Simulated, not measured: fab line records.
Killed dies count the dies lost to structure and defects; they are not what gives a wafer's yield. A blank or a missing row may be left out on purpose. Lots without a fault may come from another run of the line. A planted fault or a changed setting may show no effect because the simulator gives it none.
Which tool was responsible? | flow rit cmos | 21 wafers sampled from 7 lots at 1 step of a route of 202

WHAT EACH GAUGE READ, for each wafer
RIT_NWELL_OVL_MEAS_06.
lot  | measured    | on         | NWELL_OVL (nm)
L225 | day 2 03:05 | overlay-02 | -2.2 -0.8 -0.5
L227 | day 2 11:12 | overlay-02 | 0.2 2.1 0.6
L229 | day 2 21:31 | overlay-02 | -0.4 0.1 -0.3
L232 | day 3 15:42 | overlay-01 | -1.2 0.6 0.5
L241 | day 5 11:16 | overlay-02 | 0.0 -0.6 -0.9
L244 | day 6 03:14 | overlay-01 | 1.2 2.2 -0.6
L246 | day 6 15:47 | overlay-02 | 1.4 1.1 -0.1

WHICH TOOL RAN EACH LOT (tool, then ch and the chambers of the sampled wafers, then the start)
The record holds no process step before these readings.

THE ANSWER, worked out from the rows above alone
Rule: usual is defined by the lots themselves. The widest of any qualifying gaps counts: lots, ordered by their means at a reading, are off when they make up no more than a third of the lots, leave a main group of 4 or more, and stand apart from it by 3 or more times the standard deviation of that group's means. The tables above print the reading to a certain number of digits; a main group whose means all agree to those digits is not used. Also off: a lot with no number at a reading for which 4 or more lots have one. Any other lot the step has rows for is counted as sound.
Nothing can be told from this: no lot is off at any reading shown.

WHAT WAS PUT IN BY THE SIMULATOR
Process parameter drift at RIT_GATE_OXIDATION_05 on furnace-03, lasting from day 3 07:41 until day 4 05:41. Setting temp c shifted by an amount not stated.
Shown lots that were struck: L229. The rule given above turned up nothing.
